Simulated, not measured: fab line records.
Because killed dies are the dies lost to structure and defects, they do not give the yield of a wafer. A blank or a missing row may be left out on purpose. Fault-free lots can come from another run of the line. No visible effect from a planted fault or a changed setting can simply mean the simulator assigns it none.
fab line records -- flow rit-cmos -- part 1 of 2: steps 1 to 28 of 39
[record] lots = 5, wafers = 15, last-day = 8
route steps=202 shown ACTIVE@4 FOX1@20 FOX2@23 NWELL@28 PWELL@39
lots with no fault: from the same line, run without faults
start-h: hours from the record's opening day to when the first of the lot's shown wafers began -- wait-h: hours elapsed since this lot's preceding step -- " repeats the value in the row above -- L1.1+2: a row that stands for several wafers -- - no value present, or no start provided -- * or withheld: withheld -- < > ~ a bound
route shown NAME@n: names a module that has steps shown in the file, with the first one's number in the route -- usual: average and standard deviation across the fault-free wafers -- same: alike in all rows -- chamber/n: place in a boat -- sites: per-site readings -- _std_site: their standard deviation -- _edge_site: inner sites' mean taken away from outer sites' mean -- radius-mm: how far each site lies from the wafer's centre -- mask NAME#n: copy n -- behind: the last tool/chamber to shape the wafer -- hold: why the lot went on hold/how many hours it stayed there/how the hold came to an end -- device: transistor that didn't switch, given as n, p or np -- end of line: the route-end tests of the same wafers -- a step without rows: its recipe alone -- killed: at the first sort, the dies lost to defects and structure; wafer yield is something else -- map: the dies of a wafer, with x for killed, . for not killed, _ for no die there
set.NAME: the setting that was run; set.NAME@STEP: the one run at that earlier step -- model.NAME: the simulator's own value behind a step, which no gauge read
lots at selected steps of the route; one table per step, one row per wafer
services: the hour from which a tool's chamber was out of use, counted from the record's first day as start-h (under 0 if before that day), plus the number of hours and why
[[steps]]
[step RIT_ACTIVE_CVD_03]
[recipe] material = Si3N4, target-thk-nm = 150, temp-c = 810, precursor = SiH2Cl2/NH3, time-s = 1500, pressure-mtorr = 287.7, sih2cl2-flow-sccm = 60, nh3-flow-sccm = 150
[usual] sih2cl2-flow-sccm = 60.01/0.17
lot.wafer,tool,chamber,start-h,wait-h,sih2cl2-flow-sccm
L088.2,lpcvd-01,1,82.17,0.0,59.96
L088.3,lpcvd-01,1,82.17,0.0,59.97
L088.5,lpcvd-01,1,82.17,0.0,60.12
L091.3,lpcvd-01,0,98.83,0.0,59.83
L091.4,lpcvd-01,0,98.83,0.0,59.69
L091.5,lpcvd-01,0,98.83,0.0,59.94
L092.3,lpcvd-01,1,103.15,0.0,59.61
L092.4,lpcvd-01,1,103.15,0.0,59.73
L092.5,lpcvd-01,1,103.15,0.0,60.02
L094.2,lpcvd-02,0,112.37,0.0,60.08
L094.4,lpcvd-02,0,112.37,0.0,60.20
L094.5,lpcvd-02,0,112.37,0.0,60.08
L097.4,lpcvd-01,1,128.06,0.6,60.17
L097.5,lpcvd-01,1,128.06,0.6,60.22
L097.6,lpcvd-01,1,128.06,0.6,60.06
[step RIT_ACTIVE_THK_MEAS_04]
[recipe] reads = Si3N4_of_ACTIVE_CVD_03
[usual] ACTIVE_NITRIDE_THK = 148.2/1.1
lot.wafer,tool,chamber,start-h,wait-h,ACTIVE_NITRIDE_THK[nm]
L088.2,film-metro-04,-,83.59,0.0,148.0
L088.3,film-metro-04,-,83.59,0.0,147.9
L088.5,film-metro-04,-,83.59,0.0,148.3
L091.3,film-metro-03,-,100.26,0.0,148.7
L091.4,film-metro-03,-,100.26,0.0,148.7
L091.5,film-metro-03,-,100.26,0.0,150.0
L092.3,film-metro-01,-,104.59,0.0,148.2
L092.4,film-metro-01,-,104.59,0.0,147.1
L092.5,film-metro-01,-,104.59,0.0,147.1
L094.2,film-metro-04,-,113.79,0.0,145.8
L094.4,film-metro-04,-,113.79,0.0,146.6
L094.5,film-metro-04,-,113.79,0.0,146.0
L097.4,film-metro-03,-,129.51,0.0,147.6
L097.5,film-metro-03,-,129.51,0.0,148.2
L097.6,film-metro-03,-,129.51,0.0,148.0
[step RIT_ACTIVE_HMDS_05]
[recipe] prime-time-s = 60, prime-temp-c = 140
[usual] resist-line-temp-C = 23.01/0.11
lot.wafer,tool,chamber,start-h,wait-h,resist-line-temp-C
L088.2,litho-track-04,0,83.67,0.1,23.11
L088.3,litho-track-04,0,83.67,0.1,22.99
L088.5,litho-track-04,0,83.67,0.1,23.03
L091.3,litho-track-02,0,100.35,0.1,22.94
L091.4,litho-track-02,0,100.35,0.1,23.00
L091.5,litho-track-02,0,100.35,0.1,22.97
L092.3,litho-track-02,0,104.68,0.1,23.09
L092.4,litho-track-02,0,104.68,0.1,23.08
L092.5,litho-track-02,0,104.68,0.1,22.92
L094.2,litho-track-02,0,113.87,0.1,23.06
L094.4,litho-track-02,0,113.87,0.1,22.97
L094.5,litho-track-02,0,113.87,0.1,22.92
L097.4,litho-track-04,0,129.61,0.1,22.77
L097.5,litho-track-04,0,129.61,0.1,23.04
L097.6,litho-track-04,0,129.61,0.1,22.86
[step RIT_ACTIVE_COAT_06]
[recipe] resist = NOVOLAK, spin-rpm = 3250, resist-thk-nm = 1000
[usual] resist-line-temp-C = 23.01/0.11
lot.wafer,tool,chamber,start-h,wait-h,resist-line-temp-C
L088.2,litho-track-04,0,83.82,0.1,22.88
L088.3,litho-track-04,0,83.82,0.1,22.78
L088.5,litho-track-04,0,83.82,0.1,22.81
L091.3,litho-track-02,0,100.50,0.1,22.94
L091.4,litho-track-02,0,100.50,0.1,23.00
L091.5,litho-track-02,0,100.50,0.1,22.89
L092.3,litho-track-02,0,104.83,0.1,23.03
L092.4,litho-track-02,0,104.83,0.1,23.01
L092.5,litho-track-02,0,104.83,0.1,23.01
L094.2,litho-track-02,0,114.02,0.1,22.93
L094.4,litho-track-02,0,114.02,0.1,22.99
L094.5,litho-track-02,0,114.02,0.1,22.99
L097.4,litho-track-04,0,129.76,0.1,22.99
L097.5,litho-track-04,0,129.76,0.1,23.03
L097.6,litho-track-04,0,129.76,0.1,23.16
[step RIT_ACTIVE_SOFTBAKE_07]
[recipe] resist = NOVOLAK, temp-c = 90, time-s = 60
[usual] resist-line-temp-C = 22.96/0.099
lot.wafer,tool,chamber,start-h,wait-h,resist-line-temp-C
L088.2,litho-track-04,0,83.97,0.1,23.02
L088.3,litho-track-04,0,83.97,0.1,22.97
L088.5,litho-track-04,0,83.97,0.1,23.13
L091.3,litho-track-02,0,100.65,0.1,22.72
L091.4,litho-track-02,0,100.65,0.1,22.78
L091.5,litho-track-02,0,100.65,0.1,22.82
L092.3,litho-track-02,0,104.98,0.1,23.03
L092.4,litho-track-02,0,104.98,0.1,22.96
L092.5,litho-track-02,0,104.98,0.1,22.91
L094.2,litho-track-02,0,114.17,0.1,23.02
L094.4,litho-track-02,0,114.17,0.1,23.02
L094.5,litho-track-02,0,114.17,0.1,23.16
L097.4,litho-track-04,0,129.91,0.1,22.92
L097.5,litho-track-04,0,129.91,0.1,23.07
L097.6,litho-track-04,0,129.91,0.1,22.82
[step RIT_ACTIVE_EXPOSE_08]
[recipe] mask-id = M1, na = 0.6, source-shape = conventional, sigma-outer = 0.6, target-cd-nm = 1400, dose-mj = 225
[usual] exposure-dose-mJ-cm2 = 226.6/1.7
lot.wafer,tool,chamber,start-h,wait-h,mask,exposure-dose-mJ-cm2
L088.2,iline-stepper-02,0,84.11,0.1,M1#0,225.1
L088.3,iline-stepper-02,0,84.11,0.1,M1#0,225.2
L088.5,iline-stepper-02,0,84.11,0.1,M1#0,224.7
L091.3,iline-stepper-02,0,100.92,0.2,M1#0,225.1
L091.4,iline-stepper-02,0,100.92,0.2,M1#0,225.1
L091.5,iline-stepper-02,0,100.92,0.2,M1#0,225.0
L092.3,iline-stepper-01,0,105.24,0.2,M1#0,228.3
L092.4,iline-stepper-01,0,105.24,0.2,M1#0,228.4
L092.5,iline-stepper-01,0,105.24,0.2,M1#0,228.3
L094.2,iline-stepper-01,0,114.44,0.2,M1#0,228.3
L094.4,iline-stepper-01,0,114.44,0.2,M1#0,228.7
L094.5,iline-stepper-01,0,114.44,0.2,M1#0,228.2
L097.4,iline-stepper-01,0,130.15,0.2,M1#0,228.2
L097.5,iline-stepper-01,0,130.15,0.2,M1#0,228.4
L097.6,iline-stepper-01,0,130.15,0.2,M1#0,228.3
[step RIT_ACTIVE_PEB_09]
[recipe] resist = NOVOLAK, temp-c = withheld, time-s = withheld
[usual] resist-line-temp-C = *
lot.wafer,tool,chamber,start-h,wait-h,resist-line-temp-C
L088.2,litho-track-02,0,84.24,0.1,*
L088.3,litho-track-02,0,84.24,0.1,*
L088.5,litho-track-02,0,84.24,0.1,*
L091.3,litho-track-04,0,101.05,0.1,*
L091.4,litho-track-04,0,101.05,0.1,*
L091.5,litho-track-04,0,101.05,0.1,*
L092.3,litho-track-04,0,105.37,0.1,*
L092.4,litho-track-04,0,105.37,0.1,*
L092.5,litho-track-04,0,105.37,0.1,*
L094.2,litho-track-03,0,114.56,0.1,*
L094.4,litho-track-03,0,114.56,0.1,*
L094.5,litho-track-03,0,114.56,0.1,*
L097.4,litho-track-02,0,130.29,0.1,*
L097.5,litho-track-02,0,130.29,0.1,*
L097.6,litho-track-02,0,130.29,0.1,*
[step RIT_ACTIVE_DEVELOP_10]
[recipe] resist = NOVOLAK, develop-time-s = 50, dev-temp-c = 23
[usual] resist-line-temp-C = 23.00/0.1
lot.wafer,tool,chamber,start-h,wait-h,resist-line-temp-C
L088.2,litho-track-02,0,-,-,22.78
L088.3,litho-track-02,0,-,-,23.03
L088.5,litho-track-02,0,-,-,22.88
L091.3,litho-track-04,0,-,-,23.19
L091.4,litho-track-04,0,-,-,23.05
L091.5,litho-track-04,0,-,-,23.12
L092.3,litho-track-04,0,-,-,22.99
L092.4,litho-track-04,0,-,-,23.04
L092.5,litho-track-04,0,-,-,23.02
L094.2,litho-track-03,0,-,-,22.95
L094.4,litho-track-03,0,-,-,23.01
L094.5,litho-track-03,0,-,-,23.09
L097.4,litho-track-02,0,-,-,23.11
L097.5,litho-track-02,0,-,-,23.18
L097.6,litho-track-02,0,-,-,23.00
[step RIT_ACTIVE_CD_MEAS_11]
[recipe] target-cd-nm = 1400
[usual] cd-nm = 1400.1/2.1
lot.wafer,tool,chamber,start-h,wait-h,cd-nm
L088.2,cd-sem-02,-,84.51,-,1401.7
L088.3,cd-sem-02,-,84.51,-,1399.9
L088.5,cd-sem-02,-,84.51,-,1399.8
L091.3,cd-sem-02,-,101.33,-,1401.9
L091.4,cd-sem-02,-,101.33,-,1402.0
L091.5,cd-sem-02,-,101.33,-,1400.0
L092.3,cd-sem-01,-,105.64,-,1399.4
L092.4,cd-sem-01,-,105.64,-,1396.9
L092.5,cd-sem-01,-,105.64,-,1397.8
L094.2,cd-sem-01,-,114.84,-,1401.1
L094.4,cd-sem-01,-,114.84,-,1401.1
L094.5,cd-sem-01,-,114.84,-,1402.4
L097.4,cd-sem-01,-,130.56,-,1398.6
L097.5,cd-sem-01,-,130.56,-,1398.3
L097.6,cd-sem-01,-,130.56,-,1400.2
[step RIT_ACTIVE_HARDBAKE_12]
[recipe] resist = NOVOLAK, temp-c = 140, time-s = 60
[usual] resist-line-temp-C = 23.01/0.11
lot.wafer,tool,chamber,start-h,wait-h,resist-line-temp-C
L088.2,litho-track-02,0,84.64,0.1,22.99
L088.3,litho-track-02,0,84.64,0.1,23.24
L088.5,litho-track-02,0,84.64,0.1,22.98
L091.3,litho-track-03,0,101.46,0.1,22.91
L091.4,litho-track-03,0,101.46,0.1,23.11
L091.5,litho-track-03,0,101.46,0.1,23.13
L092.3,litho-track-04,0,105.77,0.1,22.94
L092.4,litho-track-04,0,105.77,0.1,23.13
L092.5,litho-track-04,0,105.77,0.1,23.06
L094.2,litho-track-04,0,114.96,0.1,22.99
L094.4,litho-track-04,0,114.96,0.1,23.00
L094.5,litho-track-04,0,114.96,0.1,23.10
L097.4,litho-track-04,0,130.70,0.1,22.95
L097.5,litho-track-04,0,130.70,0.1,23.09
L097.6,litho-track-04,0,130.70,0.1,23.07
[step RIT_ACTIVE_ETCH_13]
[recipe] stop-on = SiO2, chemistry = SF6, target = Si3N4, time-s = 210, over-etch-frac = 0.4, SF6_flow_sccm = 200, pressure-mtorr = 260, rf-w = 125, target-depth-a = 2100
[usual] drypump-motor-current-A = 6.0/0.5, oes-product-au = 0.815/0.011, throttle-valve-pct = 7.53/0.12
lot.wafer,tool,chamber,start-h,wait-h,drypump-motor-current-A,oes-product-au,rf-hours-counter-h,throttle-valve-pct
L088.2,rie-diel-03,1,84.76,0.1,6.0,0.813,91,7.54
L088.3,rie-diel-03,2,84.76,0.1,6.7,0.805,4,7.40
L088.5,rie-diel-03,3,84.76,0.1,5.9,0.828,-,7.66
L091.3,rie-diel-02,1,101.56,0.1,6.4,0.815,2,7.64
L091.4,rie-diel-02,2,101.56,0.1,5.7,0.812,-,7.53
L091.5,rie-diel-02,0,101.56,0.1,6.2,0.807,-,7.63
L092.3,rie-diel-03,1,105.87,0.1,6.1,0.812,91,7.52
L092.4,rie-diel-03,3,105.87,0.1,5.9,0.826,5,7.66
L092.5,rie-diel-03,1,105.87,0.1,6.1,0.813,-,7.54
L094.2,rie-diel-03,2,115.09,0.1,6.7,0.803,4,7.38
L094.4,rie-diel-03,2,115.09,0.1,6.7,0.811,-,7.37
L094.5,rie-diel-03,1,115.09,0.1,6.1,0.806,-,7.53
L097.4,rie-diel-03,3,130.78,0.1,5.9,0.832,6,7.67
L097.5,rie-diel-03,1,130.78,0.1,6.0,0.815,-,7.53
L097.6,rie-diel-03,2,130.78,0.1,6.7,0.811,-,7.38
[step RIT_ACTIVE_STRIP_14]
[recipe] chemistry = O2, time-s = 180, resist = NOVOLAK, platen-temp-c = withheld, power-w = 500, pressure-mtorr = 4000, o2-flow-sccm = 4000
[usual] drypump-motor-current-A = 5.89/0.22
lot.wafer,tool,chamber,start-h,wait-h,drypump-motor-current-A,rf-hours-counter-h
L088.2,plasma-asher-02,1,84.90,0.1,5.89,45
L088.3,plasma-asher-02,1,84.90,0.1,5.92,-
L088.5,plasma-asher-02,1,84.90,0.1,5.95,-
L091.3,plasma-asher-01,0,101.75,0.1,5.74,-
L091.4,plasma-asher-01,1,101.75,0.1,6.48,-
L091.5,plasma-asher-01,0,101.75,0.1,5.75,-
L092.3,plasma-asher-03,0,106.06,0.1,5.82,-
L092.4,plasma-asher-03,1,106.06,0.1,5.76,-
L092.5,plasma-asher-03,0,106.06,0.1,5.84,-
L094.2,plasma-asher-02,1,115.22,0.1,5.97,50
L094.4,plasma-asher-02,0,115.22,0.1,5.74,-
L094.5,plasma-asher-02,1,115.22,0.1,5.93,-
L097.4,plasma-asher-02,0,130.97,0.1,5.78,-
L097.5,plasma-asher-02,1,130.97,0.1,5.91,-
L097.6,plasma-asher-02,0,130.97,0.1,5.76,-
[step RIT_ACTIVE_CD_MEAS_90]
[recipe] target-cd-nm = 1400
[usual] cd-nm = 1400.1/2.1
lot.wafer,tool,chamber,start-h,wait-h,cd-nm
L088.2,cd-sem-02,-,85.09,0.1,1401.4
L088.3,cd-sem-02,-,85.09,0.1,1399.7
L088.5,cd-sem-02,-,85.09,0.1,1399.8
L091.3,cd-sem-02,-,101.91,0.1,1402.2
L091.4,cd-sem-02,-,101.91,0.1,1402.5
L091.5,cd-sem-02,-,101.91,0.1,1399.9
L092.3,cd-sem-02,-,106.22,0.1,1399.4
L092.4,cd-sem-02,-,106.22,0.1,1396.5
L092.5,cd-sem-02,-,106.22,0.1,1397.5
L094.2,cd-sem-02,-,115.42,0.1,1401.3
L094.4,cd-sem-02,-,115.42,0.1,1401.3
L094.5,cd-sem-02,-,115.42,0.1,1402.6
L097.4,cd-sem-01,-,131.15,0.1,1398.4
L097.5,cd-sem-01,-,131.15,0.1,1398.8
L097.6,cd-sem-01,-,131.15,0.1,1400.6
[step RIT_ACTIVE_CLEAN_15]
[recipe] chemistry = SC1, mix = 3:3:50, time-s = 600, temp-c = 75
lot.wafer,tool,chamber,start-h,wait-h
L088.2+3+5,wet-bench-02,0,85.19,0.1
L091.3+4+5,wet-bench-01,1,101.99,0.1
L092.3+4+5,wet-bench-01,3,106.30,0.1
L094.2+4+5,wet-bench-02,2,115.52,0.1
L097.4+5+6,wet-bench-02,1,131.21,0.0
[step RIT_ACTIVE_CLEAN_16]
[recipe] chemistry = dHF, dilution = 50:1, time-s = 30
lot.wafer,tool,chamber,start-h,wait-h
L088.2+3+5,wet-bench-03,1,85.38,0.0
L091.3+4+5,wet-bench-02,0,102.16,0.0
L092.3+4+5,wet-bench-03,1,106.47,0.0
L094.2+4+5,wet-bench-01,1,115.69,0.0
L097.4+5+6,wet-bench-03,2,131.40,0.0
[step RIT_ACTIVE_CLEAN_17]
[recipe] chemistry = SC2, mix = 3:3:50, time-s = 600, temp-c = 75, dry = n2-spin
lot.wafer,tool,chamber,start-h,wait-h
L088.2+3+5,wet-bench-01,3,85.42,0.0
L091.3+4+5,wet-bench-01,1,102.18,0.0
L092.3+4+5,wet-bench-02,0,106.49,0.0
L094.2+4+5,wet-bench-03,0,115.71,0.0
L097.4+5+6,wet-bench-01,2,131.42,0.0
[step RIT_FOX1_OXIDATION_00]
[recipe] temp-c = 1100, ambient = H2O, target-thk-a = 3507, p-h2o-torr = 720, ox-time-s = 1130
lot.wafer,tool,chamber,start-h,wait-h
L088.2+3+5,furnace-03,0,88.09,2.5
L091.3+4+5,furnace-03,0,103.75,1.4
L092.3+4+5,furnace-01,0,107.78,1.1
L094.2+4+5,furnace-03,0,118.34,2.4
L097.4+5+6,furnace-01,0,133.24,1.6
[step RIT_FOX1_THK_MEAS_01]
[recipe] reads = SiO2_of_FOX1_OXIDATION_00
[usual] FOX1_OXIDE_THK = 352/6.8
lot.wafer,tool,chamber,start-h,wait-h,FOX1_OXIDE_THK[nm]
L088.2,film-metro-03,-,89.41,0.0,351
L088.3,film-metro-03,-,89.41,0.0,360
L088.5,film-metro-03,-,89.41,0.0,358
L091.3,film-metro-02,-,105.08,0.0,356
L091.4,film-metro-02,-,105.08,0.0,359
L091.5,film-metro-02,-,105.08,0.0,366
L092.3,film-metro-02,-,109.11,0.0,356
L092.4,film-metro-02,-,109.11,0.0,358
L092.5,film-metro-02,-,109.11,0.0,353
L094.2,film-metro-04,-,119.67,0.0,365
L094.4,film-metro-04,-,119.67,0.0,353
L094.5,film-metro-04,-,119.67,0.0,350
L097.4,film-metro-02,-,134.59,0.0,344
L097.5,film-metro-02,-,134.59,0.0,353
L097.6,film-metro-02,-,134.59,0.0,343
[step RIT_FOX1_WET_ETCH_02]
[recipe] chemistry = BOE, target-depth-nm = 350, time-s = 390, temp-c = 21.5, dry = n2-spin, dilution = 10:1, target = SiO2
lot.wafer,tool,chamber,start-h,wait-h
L088.2+3+5,wet-bench-01,0,89.46,0.0
L091.3+4+5,wet-bench-01,2,105.12,0.0
L092.3+4+5,wet-bench-03,2,109.15,0.0
L094.2+4+5,wet-bench-01,2,119.72,0.0
L097.4+5+6,wet-bench-03,2,134.62,0.0
[step RIT_FOX2_OXIDATION_00]
[recipe] temp-c = 1100, ambient = H2O, target-thk-a = 3507, p-h2o-torr = 720, ox-time-s = 1130
lot.wafer,tool,chamber,start-h,wait-h
L088.2+3+5,furnace-04,0,90.95,1.4
L091.3+4+5,furnace-03,0,106.14,0.9
L092.3+4+5,furnace-01,0,109.34,0.1
L094.2+4+5,furnace-03,0,120.73,0.9
L097.4+5+6,furnace-03,0,134.74,0.0
[step RIT_FOX2_THK_MEAS_01]
[recipe] reads = SiO2_of_FOX2_OXIDATION_00
[usual] FOX2_OXIDE_THK = 352/8.9
lot.wafer,tool,chamber,start-h,wait-h,FOX2_OXIDE_THK[nm]
L088.2,film-metro-02,-,92.27,0.0,343
L088.3,film-metro-02,-,92.27,0.0,344
L088.5,film-metro-02,-,92.27,0.0,343
L091.3,film-metro-02,-,107.47,0.0,346
L091.4,film-metro-02,-,107.47,0.0,349
L091.5,film-metro-02,-,107.47,0.0,348
L092.3,film-metro-01,-,110.67,0.0,345
L092.4,film-metro-01,-,110.67,0.0,344
L092.5,film-metro-01,-,110.67,0.0,347
L094.2,film-metro-01,-,122.06,0.0,368
L094.4,film-metro-01,-,122.06,0.0,364
L094.5,film-metro-01,-,122.06,0.0,367
L097.4,film-metro-04,-,136.09,0.0,369
L097.5,film-metro-04,-,136.09,0.0,366
L097.6,film-metro-04,-,136.09,0.0,365
[step RIT_FOX2_CLEAN_02]
[recipe] chemistry = dHF, dilution = 50:1, time-s = 180
lot.wafer,tool,chamber,start-h,wait-h
L088.2+3+5,wet-bench-02,3,92.32,0.0
L091.3+4+5,wet-bench-04,0,107.51,0.0
L092.3+4+5,wet-bench-01,2,110.71,0.0
L094.2+4+5,wet-bench-04,2,122.11,0.0
L097.4+5+6,wet-bench-04,1,136.12,0.0
[step RIT_FOX2_WET_ETCH_03]
[recipe] chemistry = H3PO4, target = Si3N4, target-depth-nm = 195, temp-c = 165, time-s = 2700
lot.wafer,tool,chamber,start-h,wait-h
L088.2+3+5,wet-bench-04,0,92.38,0.0
L091.3+4+5,wet-bench-01,1,107.57,0.0
L092.3+4+5,wet-bench-04,0,110.77,0.0
L094.2+4+5,wet-bench-01,0,122.17,0.0
L097.4+5+6,wet-bench-01,0,136.18,0.0
[step RIT_FOX2_THK_MEAS_90]
[recipe] reads = SiO2_of_FOX2_OXIDATION_00
[usual] FIELD_OXIDE_LEFT_1_THK = 325/8.9
lot.wafer,tool,chamber,start-h,wait-h,FIELD_OXIDE_LEFT_1_THK[nm]
L088.2,film-metro-01,-,93.15,0.0,316
L088.3,film-metro-01,-,93.15,0.0,316
L088.5,film-metro-01,-,93.15,0.0,316
L091.3,film-metro-02,-,108.35,0.0,318
L091.4,film-metro-02,-,108.35,0.0,321
L091.5,film-metro-02,-,108.35,0.0,320
L092.3,film-metro-02,-,111.55,0.0,318
L092.4,film-metro-02,-,111.55,0.0,317
L092.5,film-metro-02,-,111.55,0.0,320
L094.2,film-metro-02,-,122.94,0.0,341
L094.4,film-metro-02,-,122.94,0.0,337
L094.5,film-metro-02,-,122.94,0.0,339
L097.4,film-metro-01,-,136.97,0.0,342
L097.5,film-metro-01,-,136.97,0.0,339
L097.6,film-metro-01,-,136.97,0.0,337
[step RIT_NWELL_HMDS_00]
[recipe] prime-time-s = 60, prime-temp-c = 140
[usual] resist-line-temp-C = 22.99/0.11
lot.wafer,tool,chamber,start-h,wait-h,resist-line-temp-C
L088.2,litho-track-02,0,93.22,0.1,22.98
L088.3,litho-track-02,0,93.22,0.1,23.02
L088.5,litho-track-02,0,93.22,0.1,22.92
L091.3,litho-track-02,0,108.44,0.1,22.96
L091.4,litho-track-02,0,108.44,0.1,23.11
L091.5,litho-track-02,0,108.44,0.1,23.07
L092.3,litho-track-03,0,111.64,0.1,22.95
L092.4,litho-track-03,0,111.64,0.1,22.75
L092.5,litho-track-03,0,111.64,0.1,22.92
L094.2,litho-track-01,0,123.01,0.1,23.01
L094.4,litho-track-01,0,123.01,0.1,23.02
L094.5,litho-track-01,0,123.01,0.1,23.20
L097.4,litho-track-02,0,137.07,0.1,22.96
L097.5,litho-track-02,0,137.07,0.1,22.95
L097.6,litho-track-02,0,137.07,0.1,23.07
[step RIT_NWELL_COAT_01]
[recipe] resist = NOVOLAK, spin-rpm = 2000, resist-thk-nm = 1300
[usual] resist-line-temp-C = 23.04/0.1
lot.wafer,tool,chamber,start-h,wait-h,resist-line-temp-C
L088.2,litho-track-02,0,93.37,0.1,23.06
L088.3,litho-track-02,0,93.37,0.1,23.17
L088.5,litho-track-02,0,93.37,0.1,22.98
L091.3,litho-track-02,0,108.59,0.1,23.04
L091.4,litho-track-02,0,108.59,0.1,23.10
L091.5,litho-track-02,0,108.59,0.1,23.01
L092.3,litho-track-03,0,111.79,0.1,23.02
L092.4,litho-track-03,0,111.79,0.1,23.03
L092.5,litho-track-03,0,111.79,0.1,23.23
L094.2,litho-track-01,0,123.16,0.1,22.98
L094.4,litho-track-01,0,123.16,0.1,22.81
L094.5,litho-track-01,0,123.16,0.1,22.99
L097.4,litho-track-02,0,137.22,0.1,23.18
L097.5,litho-track-02,0,137.22,0.1,23.11
L097.6,litho-track-02,0,137.22,0.1,23.20
[step RIT_NWELL_SOFTBAKE_02]
[recipe] resist = NOVOLAK, temp-c = 90, time-s = 61.45
[usual] plate-sensor-t-centre-C = 90.970/0.0097, plate-sensor-t-edge-C = 91.022/0.011, resist-line-temp-C = 22.99/0.097
lot.wafer,tool,chamber,start-h,wait-h,plate-sensor-t-centre-C,plate-sensor-t-edge-C,resist-line-temp-C
L088.2,litho-track-02,0,93.52,0.1,90.957,91.022,22.79
L088.3,litho-track-02,0,93.52,0.1,90.969,91.014,22.88
L088.5,litho-track-02,0,93.52,0.1,90.957,91.011,22.87
L091.3,litho-track-02,0,108.74,0.1,90.966,91.034,22.92
L091.4,litho-track-02,0,108.74,0.1,90.971,91.028,22.79
L091.5,litho-track-02,0,108.74,0.1,90.960,91.000,22.79
L092.3,litho-track-03,0,111.94,0.1,90.984,91.038,23.07
L092.4,litho-track-03,0,111.94,0.1,90.971,91.033,22.90
L092.5,litho-track-03,0,111.94,0.1,90.976,91.015,23.03
L094.2,litho-track-01,0,123.31,0.1,90.978,91.021,22.96
L094.4,litho-track-01,0,123.31,0.1,90.962,91.002,22.96
L094.5,litho-track-01,0,123.31,0.1,90.978,91.024,23.03
L097.4,litho-track-02,0,137.37,0.1,90.978,91.041,22.90
L097.5,litho-track-02,0,137.37,0.1,90.960,91.013,22.98
L097.6,litho-track-02,0,137.37,0.1,90.964,91.029,23.03
[step RIT_NWELL_EXPOSE_03]
[recipe] mask-id = M2, na = 0.57, target-cd-nm = 43900, dose-mj = 250
[usual] exposure-dose-mJ-cm2 = 249.99/0.26
lot.wafer,tool,chamber,start-h,wait-h,mask,exposure-dose-mJ-cm2
L088.2,iline-stepper-02,0,93.79,0.2,M2#0,250.14
L088.3,iline-stepper-02,0,93.79,0.2,M2#0,249.90
L088.5,iline-stepper-02,0,93.79,0.2,M2#0,250.15
L091.3,iline-stepper-02,0,108.88,0.1,M2#0,249.64
L091.4,iline-stepper-02,0,108.88,0.1,M2#0,249.66
L091.5,iline-stepper-02,0,108.88,0.1,M2#0,249.77
L092.3,iline-stepper-02,0,112.08,0.1,M2#0,249.65
L092.4,iline-stepper-02,0,112.08,0.1,M2#0,249.93
L092.5,iline-stepper-02,0,112.08,0.1,M2#0,249.92
L094.2,iline-stepper-01,0,123.46,0.1,M2#0,249.68
L094.4,iline-stepper-01,0,123.46,0.1,M2#0,249.49
L094.5,iline-stepper-01,0,123.46,0.1,M2#0,249.86
L097.4,iline-stepper-01,0,137.60,0.2,M2#0,249.95
L097.5,iline-stepper-01,0,137.60,0.2,M2#0,249.89
L097.6,iline-stepper-01,0,137.60,0.2,M2#0,250.09
